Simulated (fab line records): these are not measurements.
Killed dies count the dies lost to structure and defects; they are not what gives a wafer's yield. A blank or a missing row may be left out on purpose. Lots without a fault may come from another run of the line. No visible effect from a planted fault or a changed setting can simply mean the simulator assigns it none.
Which of the tools did it? :: flow berkeley_cmos170 :: Sampling: 14 lots, 42 wafers, 2 of 331 route steps

== WHAT THE GAUGES SHOWED, per wafer ==
UCB170_PFIELD_OVL_MEAS_06. Usual: PFIELD_OVL gives 1 nm (standard deviation 5).
lot: L871
measured: day 4 23:31
on: overlay-01
PFIELD_OVL (nm): -1 -3 1
flag: 

lot: L872
measured: day 5 06:58
on: overlay-02
PFIELD_OVL (nm): -1 -4 -14
flag: 

lot: L876
measured: day 6 00:40
on: overlay-01
PFIELD_OVL (nm): 3 7 5
flag: 

lot: L875
measured: day 6 00:51
on: overlay-01
PFIELD_OVL (nm): -2 7 0
flag: 

lot: L874
measured: day 6 00:25
on: overlay-01
PFIELD_OVL (nm): 9 -3 2
flag: 

lot: L877
measured: day 6 07:17
on: overlay-02
PFIELD_OVL (nm): 4 13 8
flag: 

lot: L878
measured: day 6 07:55
on: overlay-02
PFIELD_OVL (nm): 2 1 -4
flag: 

lot: L881
measured: day 6 19:30
on: overlay-01
PFIELD_OVL (nm): 10 -3 2
flag: 

lot: L882
measured: day 7 09:11
on: overlay-01
PFIELD_OVL (nm): -1 -3 0
flag: 

lot: L883
measured: day 7 09:41
on: overlay-01
PFIELD_OVL (nm): -6 0 1
flag: 

lot: L884
measured: day 7 09:20
on: overlay-02
PFIELD_OVL (nm): 11 0 9
flag: 

lot: L886
measured: day 8 01:09
on: overlay-02
PFIELD_OVL (nm): -1 2 -3
flag: 

lot: L887
measured: day 8 01:26
on: overlay-01
PFIELD_OVL (nm): -6 -4 5
flag: 

lot: L888
measured: day 8 10:22
on: overlay-02
PFIELD_OVL (nm): -9 -1 0
flag: 

== WHAT TOOL EACH LOT RAN ON (gives the tool, then ch and the chambers of the sampled wafers, and finally the start) ==
lot: L871
UCB170_PWELL_ETCH_14: rie_diel-02 ch 0,2,3, day 3 10:38

lot: L872
UCB170_PWELL_ETCH_14: rie_diel-01 ch 0,2,3, day 3 18:01

lot: L876
UCB170_PWELL_ETCH_14: rie_diel-03 ch 1,2, day 4 08:19

lot: L875
UCB170_PWELL_ETCH_14: rie_diel-02 ch 0,1,3, day 4 08:35

lot: L874
UCB170_PWELL_ETCH_14: rie_diel-01 ch 0,2, day 4 09:19

lot: L877
UCB170_PWELL_ETCH_14: rie_diel-02 ch 0,2,3, day 4 19:19

lot: L878
UCB170_PWELL_ETCH_14: rie_diel-01 ch 2,3, day 4 19:28

lot: L881
UCB170_PWELL_ETCH_14: rie_diel-03 ch 1,2, day 5 12:37

lot: L882
UCB170_PWELL_ETCH_14: rie_diel-02 ch 0,2, day 5 22:39

lot: L883
UCB170_PWELL_ETCH_14: rie_diel-03 ch 0,1, day 5 22:56

lot: L884
UCB170_PWELL_ETCH_14: rie_diel-02 ch 0,3, day 5 22:59

lot: L886
UCB170_PWELL_ETCH_14: rie_diel-02 ch 0,1,3, day 6 11:55

lot: L887
UCB170_PWELL_ETCH_14: rie_diel-03 ch 1,2, day 6 12:10

lot: L888
UCB170_PWELL_ETCH_14: rie_diel-02 ch 0,1, day 7 01:08
- UCB170_PWELL_ETCH_14: etches Si3N4 in CH3F/Ar/O2, stops on SiO2, target depth 242 nm, time 151 s.

== AS READ BY THE TOOLS THEMSELVES (means over the sampled wafers that have a number; for cases with no such wafer, the mark the record gives instead) ==
UCB170_PWELL_ETCH_14. Usual: drypump_motor_current_A 5.7 A, standard deviation 0.4; oes_product_au 0.948 a.u., standard deviation 0.014; throttle_valve_pct 8.05 %, standard deviation 0.16.
lot: L871
tool: rie_diel-02
drypump_motor_current_A (A): 5.9
oes_product_au (a.u.): 0.950
throttle_valve_pct (%): 8.04
flag: 

lot: L872
tool: rie_diel-01
drypump_motor_current_A (A): 5.8
oes_product_au (a.u.): 0.941
throttle_valve_pct (%): 8.06
flag: 

lot: L876
tool: rie_diel-03
drypump_motor_current_A (A): 5.5
oes_product_au (a.u.): 0.955
throttle_valve_pct (%): 8.09
flag: 

lot: L875
tool: rie_diel-02
drypump_motor_current_A (A): 5.8
oes_product_au (a.u.): 0.954
throttle_valve_pct (%): 7.96
flag: 

lot: L874
tool: rie_diel-01
drypump_motor_current_A (A): 5.8
oes_product_au (a.u.): 0.932
throttle_valve_pct (%): 8.02
flag: 

lot: L877
tool: rie_diel-02
drypump_motor_current_A (A): 5.9
oes_product_au (a.u.): 0.949
throttle_valve_pct (%): 8.04
flag: 

lot: L878
tool: rie_diel-01
drypump_motor_current_A (A): 5.9
oes_product_au (a.u.): 0.952
throttle_valve_pct (%): 7.99
flag: 

lot: L881
tool: rie_diel-03
drypump_motor_current_A (A): 5.3
oes_product_au (a.u.): 0.946
throttle_valve_pct (%): 8.19
flag: 

lot: L882
tool: rie_diel-02
drypump_motor_current_A (A): 5.8
oes_product_au (a.u.): 0.953
throttle_valve_pct (%): 8.00
flag: 

lot: L883
tool: rie_diel-03
drypump_motor_current_A (A): 5.3
oes_product_au (a.u.): 0.951
throttle_valve_pct (%): 7.98
flag: 

lot: L884
tool: rie_diel-02
drypump_motor_current_A (A): 5.8
oes_product_au (a.u.): 0.946
throttle_valve_pct (%): 7.89
flag: 

lot: L886
tool: rie_diel-02
drypump_motor_current_A (A): 5.9
oes_product_au (a.u.): 0.943
throttle_valve_pct (%): 7.96
flag: 

lot: L887
tool: rie_diel-03
drypump_motor_current_A (A): 5.3
oes_product_au (a.u.): 0.953
throttle_valve_pct (%): 8.19
flag: 

lot: L888
tool: rie_diel-02
drypump_motor_current_A (A): 5.8
oes_product_au (a.u.): 0.941
throttle_valve_pct (%): 7.97
flag: 

== THE ANSWER, worked out from the rows above alone ==
Rule: a lot counts as off when the mean over its wafers that have a number is more than 3 standard deviations away from the usual mean. Also off: a lot with no number at a reading for which 4 or more lots have one. Any other lot the step has rows for is counted as sound. First the gauges in route order, then the tools' own readings, where a lot's mean is used as printed above. The first step at which some lot is off is used, and at that step the reading that is off furthest; a lot without a number counts as furthest.
None of the lots is off at any reading shown; this tells nothing.

== WHAT HAD BEEN PUT IN BY THE SIMULATOR ==
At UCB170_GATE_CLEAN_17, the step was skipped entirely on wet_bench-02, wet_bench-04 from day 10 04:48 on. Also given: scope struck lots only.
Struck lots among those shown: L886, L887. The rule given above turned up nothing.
